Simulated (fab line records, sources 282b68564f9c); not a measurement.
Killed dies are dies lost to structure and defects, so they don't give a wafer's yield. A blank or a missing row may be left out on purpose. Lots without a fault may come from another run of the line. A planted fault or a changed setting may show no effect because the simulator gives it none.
Which tool did it? | flow rit_cmos | 14 lots, 42 wafers sampled, at 3 steps of a route of 202

WHAT THE GAUGES READ, wafer by wafer
RIT_PWELL_TW_MEAS_10.
lot  | measured    | on            | PWELL_TW
L439 | day 2 01:44 | film_metro-01 | 941 942 932
L440 | day 2 07:18 | film_metro-01 | 940 938 940
L442 | day 2 14:59 | film_metro-03 | 963 967 973
L443 | day 2 19:37 | film_metro-01 | 938 942 944
L444 | day 3 01:11 | film_metro-03 | 967 973 968
L445 | day 3 06:16 | film_metro-03 | 966 971 965
L446 | day 3 10:28 | film_metro-03 | 964 967 969
L447 | day 3 18:05 | film_metro-03 | 970 967 965
L449 | day 4 02:33 | film_metro-03 | 975 970 972
L452 | day 4 15:52 | film_metro-04 | 957 955 957
L457 | day 5 17:26 | film_metro-01 | 1059 1062 1057
L459 | day 6 10:19 | film_metro-04 | 1086 1085 1080
L460 | day 6 13:08 | film_metro-03 | 968 966 967
L461 | day 6 13:22 | film_metro-01 | 942 933 940

RIT_WELLDRIVE_RS_MEAS_02: measures by four-point-probe.
lot  | measured    | on            | PWELL_RS (ohm/sq)
L439 | day 2 07:00 | film_metro-03 | 430.1 429.3 431.6
L440 | day 2 12:45 | film_metro-04 | 429.1 429.1 428.5
L442 | day 2 20:41 | film_metro-03 | 430.4 428.6 429.7
L443 | day 3 01:44 | film_metro-01 | 429.1 429.3 428.3
L444 | day 3 06:50 | film_metro-01 | 430.8 429.1 428.9
L445 | day 3 11:55 | film_metro-04 | 429.3 428.5 428.7
L446 | day 3 15:54 | film_metro-03 | 429.4 428.8 428.6
L447 | day 4 00:34 | film_metro-01 | 427.7 427.8 428.7
L449 | day 4 08:27 | film_metro-04 | 428.8 428.0 429.3
L452 | day 4 21:08 | film_metro-03 | 428.2 428.3 429.0
L457 | day 6 02:17 | film_metro-03 | 339.5 338.0 337.8
L459 | day 6 16:44 | film_metro-01 | 337.7 338.6 339.0
L460 | day 6 18:35 | film_metro-01 | 427.1 428.7 427.0
L461 | day 6 20:58 | film_metro-03 | 428.9 430.2 428.4

WHICH TOOL RAN EACH LOT (tool, then ch and the chambers of the sampled wafers, then the start)
lot  | RIT_PWELL_IMPLANT_08
L439 | implanter-03 ch 0, day 2 01:25
L440 | implanter-03 ch 0, day 2 06:59
L442 | implanter-03 ch 0, day 2 14:41
L443 | implanter-03 ch 0, day 2 19:18
L444 | implanter-04 ch 0, day 3 00:53
L445 | implanter-04 ch 0, day 3 05:58
L446 | implanter-04 ch 0, day 3 10:08
L447 | implanter-03 ch 0, day 3 17:46
L449 | implanter-03 ch 0, day 4 02:14
L452 | implanter-01 ch 0, day 4 15:33
L457 | implanter-04 ch 0, day 5 17:07
L459 | implanter-04 ch 0, day 6 09:59
L460 | implanter-03 ch 0, day 6 12:49
L461 | implanter-01 ch 0, day 6 13:03
- RIT_PWELL_IMPLANT_08

WHAT THE TOOLS THEMSELVES READ (means of the sampled wafers that have a number; where no wafer has one, the mark that the record gives instead)
RIT_PWELL_IMPLANT_08.
lot  | tool         | dose_ions_cm2 | faraday_current_uA | tilt_deg (degrees)
L439 | implanter-03 | 7e+13         | 221                | 7.029
L440 | implanter-03 | 7e+13         | 225                | 6.989
L442 | implanter-03 | 7e+13         | 220                | 7.004
L443 | implanter-03 | 7e+13         | 220                | 6.976
L444 | implanter-04 | 7e+13         | 225                | 6.995
L445 | implanter-04 | 7e+13         | 225                | 7.019
L446 | implanter-04 | 7e+13         | 220                | 6.992
L447 | implanter-03 | 7e+13         | 220                | 6.993
L449 | implanter-03 | 7e+13         | 218                | 7.000
L452 | implanter-01 | 7e+13         | 224                | 6.985
L457 | implanter-04 | 1e+14         | 325                | 7.004
L459 | implanter-04 | 1e+14         | 325                | 6.995
L460 | implanter-03 | 7e+13         | 223                | 6.983
L461 | implanter-01 | 7e+13         | 228                | 6.987

THE ANSWER, worked out from the rows above alone
Rule: what is usual is taken from the lots themselves. Put in order of their means at a reading, lots are off if they are a third of the lots or fewer, leave a main group of 4 or more, and stand apart from it by a gap of 3 or more times the standard deviation of the main group's means; of several such gaps the widest counts. A main group whose means are all the same, to the digits that the tables above print for the reading, isn't used. A lot without any number at a reading at which 4 lots or more have one is off too. The other lots that the step has rows for count as sound. The gauges are gone through in route order, then the tools' own readings, and for those a lot's mean is taken as printed above. The first step at which some lot is off is used, and at that step the reading that is off furthest; a lot without a number counts as furthest.
Off: L457, L459, at RIT_PWELL_TW_MEAS_10 (PWELL_TW). The main group: mean 958, standard deviation 13.
A tool fits if, at a process step before that reading, it ran every lot that is off, and no sound lot after the first of them. The gauges at RIT_PWELL_TW_MEAS_10 aren't tried: what is off there is off at RIT_PWELL_IMPLANT_08 too, on other tools, and a gauge's error can't cause that. One fits: implanter-04 at RIT_PWELL_IMPLANT_08. Its last sound lot is L446 (day 3 10:08), its first lot that is off L457 (day 5 17:07): a fault that began between those two fits.
The tool's own readings at RIT_PWELL_IMPLANT_08 bear it out: on the lots that are off they differ by more than 5 times the standard deviation of the sound lots' means. dose_ions_cm2 reads 1e+14 there against 7e+13 on the sound lots; faraday_current_uA reads 325 there against 222 on the sound lots.

WHAT THE SIMULATOR HAD PUT IN
Process parameter drift: implanter-04, from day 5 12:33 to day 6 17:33, at RIT_PWELL_IMPLANT_08. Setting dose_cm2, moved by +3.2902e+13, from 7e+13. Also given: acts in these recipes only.
Lots struck among those shown: L457, L459. The rule above found the same.
